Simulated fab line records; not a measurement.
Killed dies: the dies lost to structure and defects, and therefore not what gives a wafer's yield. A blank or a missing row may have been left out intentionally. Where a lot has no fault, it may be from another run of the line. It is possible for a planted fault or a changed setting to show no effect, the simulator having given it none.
fab line records :: flow rit-cmos
record
  lots=6
  wafers=18
  last-day=7
route steps=202 shown NRETRO@57 PRETRO@64
lots that met no fault: taken from a fault-free run of the same line
start-h: the number of hours between the record's first day and the start of the first shown wafer of the lot :: wait-h: how many hours have passed since the lot's step before this one :: " same as the row above :: L1.1+2: one row covering several wafers at once :: - no value present, or no start provided :: * or withheld: withheld :: < > ~ a bound
route shown NAME@n: NAME is a module with steps in the file, n the number in the route of the first one :: usual: average and standard deviation across the fault-free wafers :: same: alike in all rows :: chamber/n: place in a boat :: sites: each site's reading :: _std_site: the values' standard deviation :: _edge_site: inner sites' mean taken away from outer sites' mean :: radius-mm: for every site, how far away it sits from the centre of the wafer :: mask NAME#n: copy n :: behind: the tool/chamber that last shaped the wafer :: hold: why the lot was held/for how many hours/how that ended :: device: the transistor (n, p or np) that didn't switch :: end of line: tests of these same wafers at the route's end :: a step given without rows: its recipe and nothing more :: killed: dies lost to structure and defects at the first sort, not the wafer's yield :: map: a wafer's dies, x killed, . not, _ none there
set.NAME: the run value of the setting; set.NAME@STEP: its run value at that earlier step :: model.NAME: the simulator's own value behind a step, which no gauge read
lots at some steps of the route; a table a step, a row a wafer
services: from which hour (start-h, from the record's first day; less than 0 if before it) a tool's chamber was out of use, for how many hours, and why
## steps
# step RIT_NRETRO_PEB_04
# recipe
  resist=NOVOLAK
  temp-c=withheld
  time-s=withheld
# step RIT_NRETRO_DEVELOP_05
# recipe
  resist=NOVOLAK
  develop-time-s=68
  dev-temp-c=23
# step RIT_NRETRO_OVL_MEAS_06
# usual
  NRETRO_OVL=-0.7/1.3
lot.wafer: L317.1
tool: overlay-01
chamber: -
start-h: 39.65
wait-h: -
NRETRO_OVL[nm]: -0.2

lot.wafer: L317.3
tool: overlay-01
chamber: -
start-h: 39.65
wait-h: -
NRETRO_OVL[nm]: 0.1

lot.wafer: L317.6
tool: overlay-01
chamber: -
start-h: 39.65
wait-h: -
NRETRO_OVL[nm]: 0.0

lot.wafer: L324.3
tool: overlay-01
chamber: -
start-h: 76.44
wait-h: -
NRETRO_OVL[nm]: 1.7

lot.wafer: L324.4
tool: overlay-01
chamber: -
start-h: 76.44
wait-h: -
NRETRO_OVL[nm]: 0.9

lot.wafer: L324.5
tool: overlay-01
chamber: -
start-h: 76.44
wait-h: -
NRETRO_OVL[nm]: 1.2

lot.wafer: L330.3
tool: overlay-01
chamber: -
start-h: 107.19
wait-h: -
NRETRO_OVL[nm]: 1.7

lot.wafer: L330.4
tool: overlay-01
chamber: -
start-h: 107.19
wait-h: -
NRETRO_OVL[nm]: 3.2

lot.wafer: L330.6
tool: overlay-01
chamber: -
start-h: 107.19
wait-h: -
NRETRO_OVL[nm]: 1.6

lot.wafer: L331.2
tool: overlay-01
chamber: -
start-h: 113.46
wait-h: -
NRETRO_OVL[nm]: -2.3

lot.wafer: L331.4
tool: overlay-01
chamber: -
start-h: 113.46
wait-h: -
NRETRO_OVL[nm]: -1.8

lot.wafer: L331.5
tool: overlay-01
chamber: -
start-h: 113.46
wait-h: -
NRETRO_OVL[nm]: -1.0

lot.wafer: L335.4
tool: overlay-01
chamber: -
start-h: 131.68
wait-h: -
NRETRO_OVL[nm]: -1.0

lot.wafer: L335.5
tool: overlay-01
chamber: -
start-h: 131.68
wait-h: -
NRETRO_OVL[nm]: 1.0

lot.wafer: L335.6
tool: overlay-01
chamber: -
start-h: 131.68
wait-h: -
NRETRO_OVL[nm]: -0.9

lot.wafer: L336.1
tool: overlay-02
chamber: -
start-h: 136.89
wait-h: -
NRETRO_OVL[nm]: 0.3

lot.wafer: L336.4
tool: overlay-02
chamber: -
start-h: 136.89
wait-h: -
NRETRO_OVL[nm]: 0.5

lot.wafer: L336.5
tool: overlay-02
chamber: -
start-h: 136.89
wait-h: -
NRETRO_OVL[nm]: 0.2
# step RIT_NRETRO_HARDBAKE_07
# recipe
  resist=NOVOLAK
  temp-c=140
  time-s=120
# step RIT_NRETRO_IMPLANT_08
# recipe
  species=P
  energy-kev=70
  dose-cm2=1e+13
  tilt-deg=7
# step RIT_NRETRO_STRIP_09
# recipe
  chemistry=O2
  time-s=180
  resist=NOVOLAK
  platen-temp-c=withheld
  power-w=500
  pressure-mtorr=4000
  o2-flow-sccm=4000
# usual
  drypump-motor-current-A=5.6/0.49
lot.wafer: L317.1
tool: plasma-asher-01
chamber: 0
start-h: 40.09
wait-h: 0.1
drypump-motor-current-A: 5.8
rf-hours-counter-h: 24

lot.wafer: L317.3
tool: plasma-asher-01
chamber: 1
start-h: 40.09
wait-h: 0.1
drypump-motor-current-A: 6.3
rf-hours-counter-h: -

lot.wafer: L317.6
tool: plasma-asher-01
chamber: 1
start-h: 40.09
wait-h: 0.1
drypump-motor-current-A: 6.3
rf-hours-counter-h: -

lot.wafer: L324.3
tool: plasma-asher-01
chamber: 1
start-h: 76.92
wait-h: 0.1
drypump-motor-current-A: 6.2
rf-hours-counter-h: -

lot.wafer: L324.4
tool: plasma-asher-01
chamber: 0
start-h: 76.92
wait-h: 0.1
drypump-motor-current-A: 5.8
rf-hours-counter-h: -

lot.wafer: L324.5
tool: plasma-asher-01
chamber: 0
start-h: 76.92
wait-h: 0.1
drypump-motor-current-A: 5.8
rf-hours-counter-h: -

lot.wafer: L330.3
tool: plasma-asher-01
chamber: 1
start-h: 107.67
wait-h: 0.1
drypump-motor-current-A: 6.2
rf-hours-counter-h: -

lot.wafer: L330.4
tool: plasma-asher-01
chamber: 0
start-h: 107.67
wait-h: 0.1
drypump-motor-current-A: 5.8
rf-hours-counter-h: -

lot.wafer: L330.6
tool: plasma-asher-01
chamber: 1
start-h: 107.67
wait-h: 0.1
drypump-motor-current-A: 6.3
rf-hours-counter-h: -

lot.wafer: L331.2
tool: plasma-asher-03
chamber: 1
start-h: 113.89
wait-h: 0.1
drypump-motor-current-A: 5.3
rf-hours-counter-h: 47

lot.wafer: L331.4
tool: plasma-asher-03
chamber: 1
start-h: 113.89
wait-h: 0.1
drypump-motor-current-A: 5.3
rf-hours-counter-h: -

lot.wafer: L331.5
tool: plasma-asher-03
chamber: 1
start-h: 113.89
wait-h: 0.1
drypump-motor-current-A: 5.3
rf-hours-counter-h: -

lot.wafer: L335.4
tool: plasma-asher-03
chamber: 1
start-h: 132.15
wait-h: 0.1
drypump-motor-current-A: 5.3
rf-hours-counter-h: -

lot.wafer: L335.5
tool: plasma-asher-03
chamber: 0
start-h: 132.15
wait-h: 0.1
drypump-motor-current-A: 6.4
rf-hours-counter-h: -

lot.wafer: L335.6
tool: plasma-asher-03
chamber: 1
start-h: 132.15
wait-h: 0.1
drypump-motor-current-A: 5.3
rf-hours-counter-h: -

lot.wafer: L336.1
tool: plasma-asher-04
chamber: 0
start-h: 137.32
wait-h: 0.1
drypump-motor-current-A: 5.4
rf-hours-counter-h: 2

lot.wafer: L336.4
tool: plasma-asher-04
chamber: 1
start-h: 137.32
wait-h: 0.1
drypump-motor-current-A: 5.0
rf-hours-counter-h: -

lot.wafer: L336.5
tool: plasma-asher-04
chamber: 0
start-h: 137.32
wait-h: 0.1
drypump-motor-current-A: 5.4
rf-hours-counter-h: -
# step RIT_NRETRO_TW_MEAS_10
# usual
  NRETRO_TW=1048/5.5
lot.wafer: L317.1
tool: film-metro-02
chamber: -
start-h: 40.26
wait-h: 0.1
NRETRO_TW: 1040

lot.wafer: L317.3
tool: film-metro-02
chamber: -
start-h: 40.26
wait-h: 0.1
NRETRO_TW: 1045

lot.wafer: L317.6
tool: film-metro-02
chamber: -
start-h: 40.26
wait-h: 0.1
NRETRO_TW: 1048

lot.wafer: L324.3
tool: film-metro-02
chamber: -
start-h: 77.06
wait-h: 0.1
NRETRO_TW: 1052

lot.wafer: L324.4
tool: film-metro-02
chamber: -
start-h: 77.06
wait-h: 0.1
NRETRO_TW: 1059

lot.wafer: L324.5
tool: film-metro-02
chamber: -
start-h: 77.06
wait-h: 0.1
NRETRO_TW: 1058

lot.wafer: L330.3
tool: film-metro-02
chamber: -
start-h: 107.81
wait-h: 0.1
NRETRO_TW: 1049

lot.wafer: L330.4
tool: film-metro-02
chamber: -
start-h: 107.81
wait-h: 0.1
NRETRO_TW: 1048

lot.wafer: L330.6
tool: film-metro-02
chamber: -
start-h: 107.81
wait-h: 0.1
NRETRO_TW: 1051

lot.wafer: L331.2
tool: film-metro-03
chamber: -
start-h: 114.09
wait-h: 0.1
NRETRO_TW: 1046

lot.wafer: L331.4
tool: film-metro-03
chamber: -
start-h: 114.09
wait-h: 0.1
NRETRO_TW: 1049

lot.wafer: L331.5
tool: film-metro-03
chamber: -
start-h: 114.09
wait-h: 0.1
NRETRO_TW: 1051

lot.wafer: L335.4
tool: film-metro-02
chamber: -
start-h: 132.30
wait-h: 0.1
NRETRO_TW: 1050

lot.wafer: L335.5
tool: film-metro-02
chamber: -
start-h: 132.30
wait-h: 0.1
NRETRO_TW: 1050

lot.wafer: L335.6
tool: film-metro-02
chamber: -
start-h: 132.30
wait-h: 0.1
NRETRO_TW: 1052

lot.wafer: L336.1
tool: film-metro-04
chamber: -
start-h: 137.50
wait-h: 0.1
NRETRO_TW: 1047

lot.wafer: L336.4
tool: film-metro-04
chamber: -
start-h: 137.50
wait-h: 0.1
NRETRO_TW: 1049

lot.wafer: L336.5
tool: film-metro-04
chamber: -
start-h: 137.50
wait-h: 0.1
NRETRO_TW: 1055
# step RIT_PRETRO_HMDS_00
# recipe
  prime-time-s=60
  prime-temp-c=140
# step RIT_PRETRO_COAT_01
# recipe
  resist=NOVOLAK
  spin-rpm=2000
  resist-thk-nm=1300
# step RIT_PRETRO_SOFTBAKE_02
# recipe
  resist=NOVOLAK
  temp-c=90
  time-s=60
# step RIT_PRETRO_EXPOSE_03
# recipe
  mask-id=M5
  na=0.57
  target-cd-nm=43700
  dose-mj=250
# step RIT_PRETRO_PEB_04
# recipe
  resist=NOVOLAK
  temp-c=withheld
  time-s=withheld
# step RIT_PRETRO_DEVELOP_05
# recipe
  resist=NOVOLAK
  develop-time-s=68
  dev-temp-c=23
# usual
  chill-plate-temp-C=23.00/0.093
  develop-time-s=68/0
lot.wafer: L317.1
tool: litho-track-03
chamber: 0
start-h: 41
wait-h: -
chill-plate-temp-C: 23.09
develop-time-s: 68

lot.wafer: L317.3
tool: litho-track-03
chamber: 0
start-h: 41
wait-h: -
chill-plate-temp-C: 22.97
develop-time-s: 68

lot.wafer: L317.6
tool: litho-track-03
chamber: 0
start-h: 41
wait-h: -
chill-plate-temp-C: 22.93
develop-time-s: 68

lot.wafer: L324.3
tool: litho-track-04
chamber: 0
start-h: 77
wait-h: -
chill-plate-temp-C: 22.99
develop-time-s: 68

lot.wafer: L324.4
tool: litho-track-04
chamber: 0
start-h: 77
wait-h: -
chill-plate-temp-C: 22.95
develop-time-s: 68

lot.wafer: L324.5
tool: litho-track-04
chamber: 0
start-h: 77
wait-h: -
chill-plate-temp-C: 22.91
develop-time-s: 68

lot.wafer: L330.3
tool: litho-track-03
chamber: -
start-h: 108
wait-h: -
chill-plate-temp-C: -
develop-time-s: -

lot.wafer: L330.4
tool: litho-track-03
chamber: -
start-h: 108
wait-h: -
chill-plate-temp-C: -
develop-time-s: -

lot.wafer: L330.6
tool: litho-track-03
chamber: -
start-h: 108
wait-h: -
chill-plate-temp-C: -
develop-time-s: -

lot.wafer: L331.2
tool: litho-track-03
chamber: -
start-h: 115
wait-h: -
chill-plate-temp-C: -
develop-time-s: -

lot.wafer: L331.4
tool: litho-track-03
chamber: -
start-h: 115
wait-h: -
chill-plate-temp-C: -
develop-time-s: -

lot.wafer: L331.5
tool: litho-track-03
chamber: -
start-h: 115
wait-h: -
chill-plate-temp-C: -
develop-time-s: -

lot.wafer: L335.4
tool: litho-track-02
chamber: 0
start-h: 133
wait-h: -
chill-plate-temp-C: 23.00
develop-time-s: 68

lot.wafer: L335.5
tool: litho-track-02
chamber: 0
start-h: 133
wait-h: -
chill-plate-temp-C: 22.99
develop-time-s: 68

lot.wafer: L335.6
tool: litho-track-02
chamber: 0
start-h: 133
wait-h: -
chill-plate-temp-C: 22.99
develop-time-s: 68

lot.wafer: L336.1
tool: litho-track-02
chamber: 0
start-h: 138
wait-h: -
chill-plate-temp-C: 22.93
develop-time-s: 68

lot.wafer: L336.4
tool: litho-track-02
chamber: 0
start-h: 138
wait-h: -
chill-plate-temp-C: 22.95
develop-time-s: 68

lot.wafer: L336.5
tool: litho-track-02
chamber: 0
start-h: 138
wait-h: -
chill-plate-temp-C: 23.00
develop-time-s: 68
# step RIT_PRETRO_OVL_MEAS_06
# usual
  PRETRO_OVL=-0.1/1.4
lot.wafer: L317.1
tool: overlay-01
chamber: -
start-h: 41.33
wait-h: -
PRETRO_OVL[nm]: 0.9

lot.wafer: L317.3
tool: overlay-01
chamber: -
start-h: 41.33
wait-h: -
PRETRO_OVL[nm]: 2.6

lot.wafer: L317.6
tool: overlay-01
chamber: -
start-h: 41.33
wait-h: -
PRETRO_OVL[nm]: 0.2

lot.wafer: L324.3
tool: overlay-01
chamber: -
start-h: 77.99
wait-h: -
PRETRO_OVL[nm]: 1.5

lot.wafer: L324.4
tool: overlay-01
chamber: -
start-h: 77.99
wait-h: -
PRETRO_OVL[nm]: 1.2

lot.wafer: L324.5
tool: overlay-01
chamber: -
start-h: 77.99
wait-h: -
PRETRO_OVL[nm]: -0.9

lot.wafer: L330.3
tool: overlay-02
chamber: -
start-h: 108.88
wait-h: -
PRETRO_OVL[nm]: -

lot.wafer: L330.4
tool: overlay-02
chamber: -
start-h: 108.88
wait-h: -
PRETRO_OVL[nm]: -

lot.wafer: L330.6
tool: overlay-02
chamber: -
start-h: 108.88
wait-h: -
PRETRO_OVL[nm]: -

lot.wafer: L331.2
tool: overlay-02
chamber: -
start-h: 115.36
wait-h: -
PRETRO_OVL[nm]: -

lot.wafer: L331.4
tool: overlay-02
chamber: -
start-h: 115.36
wait-h: -
PRETRO_OVL[nm]: -

lot.wafer: L331.5
tool: overlay-02
chamber: -
start-h: 115.36
wait-h: -
PRETRO_OVL[nm]: -

lot.wafer: L335.4
tool: overlay-02
chamber: -
start-h: 133.35
wait-h: -
PRETRO_OVL[nm]: 0.6

lot.wafer: L335.5
tool: overlay-02
chamber: -
start-h: 133.35
wait-h: -
PRETRO_OVL[nm]: -1.2

lot.wafer: L335.6
tool: overlay-02
chamber: -
start-h: 133.35
wait-h: -
PRETRO_OVL[nm]: -0.1

lot.wafer: L336.1
tool: overlay-02
chamber: -
start-h: 138.56
wait-h: -
PRETRO_OVL[nm]: -0.9

lot.wafer: L336.4
tool: overlay-02
chamber: -
start-h: 138.56
wait-h: -
PRETRO_OVL[nm]: 1.2

lot.wafer: L336.5
tool: overlay-02
chamber: -
start-h: 138.56
wait-h: -
PRETRO_OVL[nm]: 1.0
## services
tool: plasma-asher-03
chamber: -
start-h: 20.85
hours: 0.4
kind: repair

tool: plasma-asher-03
chamber: -
start-h: 66.92
hours: 2.8
kind: pm

tool: plasma-asher-04
chamber: -
start-h: 108.75
hours: 9.0
kind: pm

tool: plasma-asher-04
chamber: 0
start-h: 108.75
hours: 9.0
kind: vent-cycle

tool: plasma-asher-04
chamber: 1
start-h: 108.75
hours: 9.0
kind: vent-cycle

tool: plasma-asher-04
chamber: 0
start-h: 117.75
hours: -
kind: clean

tool: plasma-asher-04
chamber: 1
start-h: 117.75
hours: -
kind: clean

tool: plasma-asher-04
chamber: -
start-h: 135.51
hours: 1.5
kind: repair
## key
first-sign
  step=RIT_PRETRO_DEVELOP_05
  reading=tool-record
  direction=missing
effect none on later readings
met-at RIT_PRETRO_DEVELOP_05
struck-wafers L330.3,L330.4,L330.6,L331.2,L331.4,L331.5
sort-left-out L330.3,L330.4,L330.6,L331.2,L331.4,L331.5
tester-left-out L330,L331
onset-between 41 108
fault
  kind=skipped-step-whole
  tool=litho-track-03
  chamber=-
  onset-h=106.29
  steps=RIT_PRETRO_DEVELOP_05
  scope=struck-lots-only
# tester-left-out: of these lots the tester's yield and bins aren't shown, on N5 and GAA mostly nor the transistor test; their killed dies are dies lost to structure and defects alone, not to doping, threshold or leakage, so they don't give the yield
# sort-left-out: the simulated sort isn't trusted on such a fault, so these wafers' sort isn't shown, and their yield isn't known
